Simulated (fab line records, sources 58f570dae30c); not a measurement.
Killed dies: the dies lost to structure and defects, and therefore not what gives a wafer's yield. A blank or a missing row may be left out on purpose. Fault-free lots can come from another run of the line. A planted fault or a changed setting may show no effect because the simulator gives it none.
Problem report in the 8D (eight disciplines) form, filled by code | flow berkeleyCmos170 | the parts of the form that need people (team, actions taken, sign-off) are left out

1. THE ISSUE
rfFwdPowerW at UCB170_M1_ETCH_11 reads a mean of 573.0 W on 1 wafer of 1 lot; wafers without a fault read 494.6 W with a standard deviation of 2.3. Measured from the usual mean, that is +34 standard deviations.
The step: etches BARC in N2/H2.
First seen on wafer L451.6, day 11 09:44, on rieDiel-04. The record holds 36 wafers of 12 lots with a number at this step. By rule, "out" or "out of limits" means more than 4 standard deviations away from the usual mean. The other wafers with a number count as sound.

2. WHAT IT IS AND WHAT IT IS NOT
question                    | is                        | is not
which readings at this step | rfFwdPowerW, oesProductAu | drypumpMotorCurrentA, h2FlowSccm, throttleValvePct
which lots                  | L451                      | L436, L437, L438, L439, L440, L441, L442, L454, L455, L458, L459
which wafers of those lots  | L451.6                    | L451.2, L451.4
read on which tools         | rieDiel-04                | rieDiel-02, rieDiel-03
when                        | from day 11 09:44         | up to then (23 sound wafers); but 12 sound wafers of L454, L455, L458, L459 came after

3. SUSPECTS, AND WHAT RULES EACH OUT
Counting: if a tool at a process step up to the reading ran every lot that is out, it stays a suspect. Sound lots after the first of them don't rule it out here, since some wafers of a struck lot are sound.
- rtpAnneal-01 at UCB170_CONTACT_RTA_08 (time 10 s): kept. It ran the lot that is out, L451 (day 11 04:39); its last sound lot up to then is L441 (day 9 02:17).
- rieDiel-04 at UCB170_M1_ETCH_11 (etches BARC in N2/H2): kept. It ran the lot that is out, L451 (day 11 09:44); its last sound lot up to then is L437 (day 8 13:43). Its own readings are out on those wafers: oesProductAu, rfFwdPowerW.
- In rieDiel-04 at UCB170_M1_ETCH_11, the wafers that are out were processed in chamber 0 and their sound lot-mates in chambers 1, 3.
Remaining after the count are rtpAnneal-01 at UCB170_CONTACT_RTA_08 and rieDiel-04 at UCB170_M1_ETCH_11.

4. THE CAUSE (what the simulator had put in)
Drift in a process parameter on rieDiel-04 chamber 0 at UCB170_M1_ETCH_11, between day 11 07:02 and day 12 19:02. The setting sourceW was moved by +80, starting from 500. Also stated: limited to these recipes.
Counting left 2 suspects, and this tool is among them.

5. SEQUENCE OF EFFECTS, ordered by route
Rows list readings where the struck wafers' mean (over those with a number) sits beyond 3 standard deviations from the usual. Scope: only readings with a usual standard deviation given in the record; hours: median across lots of the time from each lot's start at the first step in this table that gives one to its start at this step; sigmas: change in usual standard deviations.
hours | step              | reading      | usual      | on struck wafers | change | sigmas
0     | UCB170_M1_ETCH_11 | oesProductAu | 0.998 a.u. | 1.096            | +0.098 | +4.5
0     | UCB170_M1_ETCH_11 | rfFwdPowerW  | 494.6 W    | 573.0            | +78.4  | +34
It contains these process steps:
- UCB170_M1_ETCH_11: etches BARC in N2/H2.

6. HOW IT WOULD HAVE BEEN CAUGHT EARLIER
3 hours passed between the start of the fault at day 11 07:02 and the first reading out of limits in this record, taken at day 11 09:44.
